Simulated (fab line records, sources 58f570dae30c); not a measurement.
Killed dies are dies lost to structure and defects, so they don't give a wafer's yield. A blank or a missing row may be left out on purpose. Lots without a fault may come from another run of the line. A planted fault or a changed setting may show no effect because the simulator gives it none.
A sampling plan put to the test | flow berkeley_cmos170 | one fab line, 7 faults that these records tell of, each judged on the records of the lots that it struck
The plan is the line's own looks: the steps of the route at which a gauge or an inspection reads the wafer and doesn't change it. A look can be judged if struck wafers have a number there and the file gives its usual mean and standard deviation on fault-free wafers. Caught: at a look after the fault's first step, the mean of the struck wafers lies 4 or more of those standard deviations (sigma) from the usual mean. On the tool: the same test on the tool's own readings at the fault's steps. Another recipe on the struck wafers, or a record that is blank for them alone, also counts as caught.

THE FAULTS, as the simulator had put them in
1. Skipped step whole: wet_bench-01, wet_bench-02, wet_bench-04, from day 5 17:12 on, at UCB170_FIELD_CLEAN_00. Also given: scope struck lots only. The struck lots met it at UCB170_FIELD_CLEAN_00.
2. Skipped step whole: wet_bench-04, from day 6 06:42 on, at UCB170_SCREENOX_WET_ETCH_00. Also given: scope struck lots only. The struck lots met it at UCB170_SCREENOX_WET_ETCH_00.
3. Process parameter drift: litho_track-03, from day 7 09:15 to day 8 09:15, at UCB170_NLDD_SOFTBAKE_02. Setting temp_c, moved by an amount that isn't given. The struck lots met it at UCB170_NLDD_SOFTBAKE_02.
4. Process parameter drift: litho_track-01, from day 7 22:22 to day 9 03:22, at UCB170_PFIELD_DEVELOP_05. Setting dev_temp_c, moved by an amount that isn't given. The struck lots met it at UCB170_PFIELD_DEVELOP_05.
5. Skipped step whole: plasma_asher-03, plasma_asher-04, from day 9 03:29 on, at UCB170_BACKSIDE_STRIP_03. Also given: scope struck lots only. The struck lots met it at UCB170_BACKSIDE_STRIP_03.
6. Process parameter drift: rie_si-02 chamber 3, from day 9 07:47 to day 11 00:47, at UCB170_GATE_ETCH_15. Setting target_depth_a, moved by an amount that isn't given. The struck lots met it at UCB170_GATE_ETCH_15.
7. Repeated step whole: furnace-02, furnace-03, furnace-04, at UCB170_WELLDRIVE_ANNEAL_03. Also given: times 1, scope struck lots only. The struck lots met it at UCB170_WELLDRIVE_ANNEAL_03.

WHAT THE PLAN SAW
fault | on the tool itself                               | first look that catches it                      | reading, sigma | median hours from its first step to that look | hours from the fault's start to the first struck lot there | judged looks passed uncaught
1     | the tool's record is blank for the struck wafers | no look after it can be judged                  | -              | -                                             | -                                                          | 0
2     | the tool's record is blank for the struck wafers | no look after it can be judged                  | -              | -                                             | -                                                          | 0
3     | heater_power_total_W -99 or beyond sigma         | UCB170_NLDD_CD_MEAS_06                          | cd_nm -16      | 0.8                                           | 1                                                          | 0
4     | developer_temp_C +17 sigma                       | no look after it can be judged                  | -              | -                                             | -                                                          | 0
5     | the tool's record is blank for the struck wafers | no look after it can be judged                  | -              | -                                             | -                                                          | 0
6     | oes_product_au +6.9 sigma                        | none of the 2 looks that can be judged after it | -              | -                                             | -                                                          | 2
7     | no reading that can be judged                    | no look after it can be judged                  | -              | -                                             | -                                                          | 0
A dash: the fault isn't caught, or these records don't give the number.

Caught at a look: 1 of 7. Caught on the tool: 6 of 7. By one or the other: 6 of 7.
Caught on the tool alone: faults 1, 2, 4, 5, 6.
Caught by neither: fault 7.

THINNER SAMPLING
If the look that catches a fault measured only every second or every third lot, by lot number, the first struck lot would be measured this late in the worst case:
fault | struck lots at that look, in order of time | every lot | every second lot | every third lot
3     | L121, L125                                 | 1 h       | may miss all 2   | may miss all 2
Hours are from the fault's start to the first struck lot that is measured. The limit of 4 sigma was tested on all struck wafers together, so one lot alone may lie under it. Other struck lots may not be in these records.

THE LONGEST TIMED WAY FROM STEP TO LOOK
Fault 3: a median of 0.8 hours passes between UCB170_NLDD_SOFTBAKE_02 and UCB170_NLDD_CD_MEAS_06. No look between them can be judged.
